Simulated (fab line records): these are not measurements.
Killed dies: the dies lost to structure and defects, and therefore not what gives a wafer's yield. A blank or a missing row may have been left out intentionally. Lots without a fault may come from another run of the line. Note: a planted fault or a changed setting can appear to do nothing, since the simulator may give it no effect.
A single fault, viewed from 2 desks ; flow rit-cmos ; every desk sees just its own numbers, and what lay behind them comes last

TOOL OWNER'S DESK, litho-track-01
The tool's own readings at RIT_PSD_COAT_01 (resist thk 1000 nm): means of the sampled wafers that have a number, for each lot that ran on this tool. A lot is out of limits, marked OUT, if its mean lies more than 4 standard deviations from the usual mean; the brackets give that distance.
Columns: A = spin-speed-rpm at RIT_PSD_COAT_01, usual 3250.4 rpm
lot;first seen here;A
L343;day 5 01:37;3253.1
L346;day 5 17:25;3376.9 (+51) OUT
L347;day 5 20:43;3377.1 (+51) OUT
This desk's verdict: out of limits on L346, L347, starting with L346 at day 5 17:25 (spin-speed-rpm at RIT_PSD_COAT_01). In limits: L343.

AT THE METROLOGY DESK
What the gauges read, lot by lot, whatever tool the lot ran on: means of the sampled wafers that have a number. A lot is out of limits, marked OUT, if its mean lies more than 4 standard deviations from the usual mean; the brackets give that distance.
Columns: A = SILICIDE_TI_THK at RIT_SILICIDE_THK_MEAS_03, usual 29.7 nm
lot;first seen here;A
L334;day 3 04:47;29.9
L335;day 3 10:20;29.8
L336;day 3 14:47;30.0
L337;day 3 22:16;29.8
L343;day 5 04:24;29.5
L346;day 5 20:13;30.4
L347;day 5 23:18;29.5
L348;day 6 06:10;29.9
L350;day 6 16:22;30.2
L352;day 6 23:33;29.2
L353;day 7 02:37;30.1
L355;day 7 15:00;29.5
L357;day 8 02:53;28.7
This desk's verdict: no lot among the 13 shows anything out of limits.

ALL TOGETHER
At day 5 17:25, on L346, L347, the tool owner's desk was in a position to raise an alarm.
From the metrology desk's view, nothing was out of limits.
The metrology desk has L346, L347 on record, within its limits.
Every lot named ran RIT_PSD_COAT_01 on litho-track-01.

WHAT THE SIMULATOR HAD PUT IN
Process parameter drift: litho-track-01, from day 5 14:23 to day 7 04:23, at RIT_PSD_COAT_01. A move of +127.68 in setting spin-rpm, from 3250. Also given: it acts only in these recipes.
Shown lots that were struck: L346, L347.
Time in hours from fault onset to the first out-of-limits reading at each desk: the tool owner's desk, 3.
